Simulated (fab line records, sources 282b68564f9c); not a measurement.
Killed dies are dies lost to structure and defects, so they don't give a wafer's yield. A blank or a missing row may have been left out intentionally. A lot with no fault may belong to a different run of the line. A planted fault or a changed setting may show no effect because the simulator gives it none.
Problem report, 8D (eight disciplines) form, completed by code    flow rit_cmos    the parts of the form that need people (team, actions taken, sign-off) are left out

== 1. THE ISSUE ==
At RIT_NLDD_STRIP_09, chamber_pressure_mTorr averages 2000 mTorr over 6 wafers from 2 lots, while fault-free wafers read 4000 mTorr, standard deviation 3.6. That is -99 or more standard deviations from the usual mean.
The step: strips in O2, time 180 s.
Seen first at day 5 01:23 on plasma_asher-04, wafer L173.1. At this step, 42 wafers from 14 lots have a number in the record. By rule, "out" or "out of limits" means more than 4 standard deviations away from the usual mean. The rest of the wafers with a number are treated as sound.

== 2. WHAT IT IS, WHAT IT ISN'T ==
question                     is                      is not
which readings at this step  chamber_pressure_mTorr  drypump_motor_current_A, rf_refl_power_W
which lots                   L173, L178              L163, L164, L166, L167, L168, L169, L174, L179, L180, L181, L182, L185
which wafers of those lots   all that have a number  -
read on which tools          plasma_asher-04         plasma_asher-01, plasma_asher-03
when                         from day 5 01:23        up to then (18 sound wafers); but 18 sound wafers of L174, L179, L180, L181, L182, L185 came after

== 3. THE SUSPECTS, EACH WITH WHAT RULES IT OUT ==
Counting: a tool at any process step up to the reading remains a suspect when it ran all the lots that are out and ran no sound lot after the first of those.
- plasma_asher-04 at RIT_NLDD_STRIP_09 (strips in O2, time 180 s): kept. Every lot that is out went through it, starting with L173 (day 5 01:23), and after that it ran no sound lot; the last sound lot it ran before then is L169 (day 4 05:05). On those wafers its own readings are out: chamber_pressure_mTorr.
Left after counting: plasma_asher-04 at RIT_NLDD_STRIP_09.

== 4. THE CAUSE (what the simulator had put in) ==
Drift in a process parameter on plasma_asher-04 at RIT_NLDD_STRIP_09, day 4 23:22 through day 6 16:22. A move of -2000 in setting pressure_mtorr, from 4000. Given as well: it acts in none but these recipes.
This tool alone remained once counting was done.

== 5. THE EFFECT CHAIN, in route order ==
One row per reading whose mean, taken over the struck wafers that have a number, lies over 3 standard deviations from the usual. Only readings for which the record gives a usual standard deviation are gone through. hours: the time from each lot's start at the first step in this table that gives one to its start at this step, as a median over the lots. sigmas: the change in usual standard deviations.
hours  step               reading                 usual       on struck wafers  change  sigmas
0      RIT_NLDD_STRIP_09  chamber_pressure_mTorr  4000 mTorr  2000              -2000   -99 or more
Process steps it contains:
- RIT_NLDD_STRIP_09: strips in O2, time 180 s.

== 6. WHAT WOULD HAVE CAUGHT IT SOONER ==
In this record no reading fell out of limits until day 5 01:23, 2 hours after the fault had begun at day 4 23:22.
